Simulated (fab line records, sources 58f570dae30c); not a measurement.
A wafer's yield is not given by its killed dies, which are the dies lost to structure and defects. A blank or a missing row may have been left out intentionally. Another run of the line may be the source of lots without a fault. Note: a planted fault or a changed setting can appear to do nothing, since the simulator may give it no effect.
A struck lot beside a sound one -- flow berkeleyCmos170 -- 16 out of 331 route steps
Sound: the wafers L143.2, L143.4, L143.6. Wafers L157.2, L157.6 were the ones struck. At the end, the cause is stated.
Each step with rows lists, per side, the tool, then ch with its chambers, then its first start. Under that, the readings that differ: sound wafers -- struck wafers -- difference of the means -- sigmas: that difference in standard deviations of wafers without a fault.
alike: a reading whose means differ by less than 2 such deviations, as well as words and numbers matching on both sides. not compared: withheld readings; readings where some wafer has no value; bounds like >300 that might hide an equal value; numbers whose values overlap and for which the record gives no deviation.
Wherever a step has rows on one side only, a row that says differs or no value, or a row with sigmas, the two part there. When numbers do not overlap yet have no deviation, they are printed without sigmas and do not part them. Lack of a reading on every wafer of one side parts them only where that side has two or more wafers.

UCB170_M1_SPUTTER_00: material Al, target thk 600 nm, time 80 s.
  sound: pvdSputter-03 at day 7 23:31; struck: pvdSputter-02 at day 10 23:44
  alike: throttleValvePct
UCB170_M1_RS_MEAS_01: measures by four-point-probe.
  sound: filmMetro-01 at day 7 23:36; struck: filmMetro-02 at day 10 23:50
  alike: M1_AL_RS
UCB170_M1_THK_MEAS_02: measures by xrf.
  sound: filmMetro-01 at day 7 23:43; struck: filmMetro-02 at day 10 23:56
  alike: M1_AL_THK
then, 6 steps without rows for these wafers: UCB170_M1_COAT_03; UCB170_M1_COAT_04 (resist thk 900 nm); UCB170_M1_SOFTBAKE_05 (time 60 s); UCB170_M1_EXPOSE_06 (exposes mask METAL1, target cd 700 nm); UCB170_M1_PEB_07; UCB170_M1_DEVELOP_08 (develop time 45 s).
UCB170_M1_CD_MEAS_09 targets a cd of 700 nm.
  sound: cdSem-01 at day 8 01:01; struck: cdSem-01 at day 11 00:58
  alike: cdNm
UCB170_M1_OVL_MEAS_10:
  sound: overlay-01 at day 8 01:07; struck: overlay-01 at day 11 01:05
  alike: M1_OVL
UCB170_M1_ETCH_11: etches BARC in N2/H2.
  sound on rieDiel-02 ch 1,2,3, day 8 01:09; struck on rieDiel-04 ch 0,3, day 11 01:07
reading,sound,struck,difference,sigmas
chamberPressureMTorr (mTorr),30.013 30.072 30.053,29.985 29.986,-0.060,-2
  alike: drypumpMotorCurrentA, oesProductAu, throttleValvePct
UCB170_M1_METAL_ETCH_12: etches Al in Cl2/BCl3, stops on PSG, target depth 780 nm, time 130 s.
  sound on rieMetal-01 ch 0, day 8 01:11; struck on rieMetal-04 ch 1, day 11 01:09
reading,sound,struck,difference,sigmas
oesProductAu (a.u.),0.846 0.843 0.851,0.997 0.995,+0.149,+14
runLengthS (s),159.0 158.6 158.8,100.4 100.6,-58.3,-99 or more
model.M1.featureDepthNm (nm),642.6 647.7 641.7,430.8 432.5,-212.4,
model.KrF_of_M1_COAT_04.thkNm (nm),442.8 441.6 447.5,639.6 636.7,+194.2,
model.etch.depthNm (nm),605.2 610.1 604.5,430.8 432.5,-175.0,
  alike: chamberPressureMTorr, drypumpMotorCurrentA, throttleValvePct
  not compared: rfHoursCounterH
UCB170_M1_STRIP_13: strips in O2.
  sound on plasmaAsher-01 ch 0,1, day 8 01:20; struck on plasmaAsher-02 ch 0,1, day 11 01:17
  alike: chamberPressureMTorr, drypumpMotorCurrentA, oesProductAu
  not compared: rfHoursCounterH
UCB170_M1_CD_MEAS_90 targets a cd of 700 nm.
  sound: cdSem-02 at day 8 01:27; struck: cdSem-01 at day 11 01:24
reading,sound,struck,difference,sigmas
cdNm (nm),696.7 699.5 695.0,714.6 714.7,+17.6,+6
then, 1 step without rows for these wafers: UCB170_M1_ANNEAL_14 (time 1200 s).

== WHERE THEY PART ==
First at UCB170_M1_ETCH_11; last, within this record, at UCB170_M1_CD_MEAS_90.

WHY: what the simulator had put in
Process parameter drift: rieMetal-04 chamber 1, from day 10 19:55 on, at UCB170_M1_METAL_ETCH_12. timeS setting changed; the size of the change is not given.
